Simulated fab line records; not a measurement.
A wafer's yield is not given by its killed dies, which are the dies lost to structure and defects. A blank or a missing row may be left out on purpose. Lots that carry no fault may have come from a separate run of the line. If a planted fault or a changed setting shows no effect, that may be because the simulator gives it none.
Split-lot trial ; flow berkeleyCmos170 ; on a route of 331 steps: 5 lots, 23 wafers read

== THE SPLIT ==
At UCB170_SACOX_OXIDATION_01 (target thk 14.4 nm, ox time 2400 s), the setting tempC was moved away from the recipe's 900 C on 20 of the 23 wafers read, by -2.7% to +2.7%. For the rest of the wafers, this setting stayed at what the recipe calls for.

No step appears in the file between the split and the reading.

== THE READING ==
SACOX_OXIDE_THK, in nm, at UCB170_SACOX_THK_MEAS_02. Typical for fault-free wafers on this fab line: 14.56 nm, with standard deviation 0.27 nm.

wafer;tool, chamber at the split;tempC as run, C;against the recipe;SACOX_OXIDE_THK, nm;against lot-mates on the recipe
L075.1;-, -;922.4;+2.5%;18.19;no lot-mate on the recipe
L075.2;-, -;922.4;+2.5%;18.08;no lot-mate on the recipe
L075.3;-, -;922.4;+2.5%;18.09;no lot-mate on the recipe
L075.4;-, -;922.4;+2.5%;18.26;no lot-mate on the recipe
L075.5;-, -;922.4;+2.5%;17.93;no lot-mate on the recipe
L079.1;-, -;924.1;+2.7%;18.60;no lot-mate on the recipe
L079.2;-, -;924.1;+2.7%;18.54;no lot-mate on the recipe
L079.3;-, -;924.1;+2.7%;18.47;no lot-mate on the recipe
L079.4;-, -;924.1;+2.7%;18.77;no lot-mate on the recipe
L079.5;-, -;924.1;+2.7%;18.45;no lot-mate on the recipe
L080.1;-, -;876.1;-2.7%;11.39;no lot-mate on the recipe
L080.3;-, -;876.1;-2.7%;11.20;no lot-mate on the recipe
L080.4;-, -;876.1;-2.7%;11.59;no lot-mate on the recipe
L080.5;-, -;876.1;-2.7%;11.42;no lot-mate on the recipe
L080.6;-, -;876.1;-2.7%;11.43;no lot-mate on the recipe
L081.2;furnace-04, 0;900;recipe;13.80;-
L081.4;furnace-04, 0;900;recipe;13.99;-
L081.5;furnace-04, 0;900;recipe;13.98;-
L085.1;-, -;921.9;+2.4%;17.63;no lot-mate on the recipe
L085.2;-, -;921.9;+2.4%;17.73;no lot-mate on the recipe
L085.3;-, -;921.9;+2.4%;17.69;no lot-mate on the recipe
L085.4;-, -;921.9;+2.4%;17.80;no lot-mate on the recipe
L085.5;-, -;921.9;+2.4%;17.86;no lot-mate on the recipe

FIT RESULTS
A straight line over all 23 wafers: SACOX_OXIDE_THK changes by +1.33 nm for each +1% of tempC; r = +0.99; the points scatter about the line by 0.38 nm.
Too few moved wafers have a lot-mate on the recipe to fit a line with each lot's own level taken away.

== THE WHOLE CHAIN: every reading that the file lists as answering this split, in the file's order ==
step;what it does;reading;change (the file's fit);r (the file's)
UCB170_SACOX_OXIDATION_01;target thk 14.4 nm, ox time 2400 s;SiO2_of_SACOX_OXIDATION_01.thkNm (the simulator's own value, which no gauge read);+1.33 nm for each +1% of the setting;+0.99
UCB170_SACOX_THK_MEAS_02;;SACOX_OXIDE_THK;+1.33 for each +1% of the setting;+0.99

== THE FILE'S OWN FIT ==
SACOX_OXIDE_THK changes by +1.33 nm for each +1% of tempC, r = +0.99.
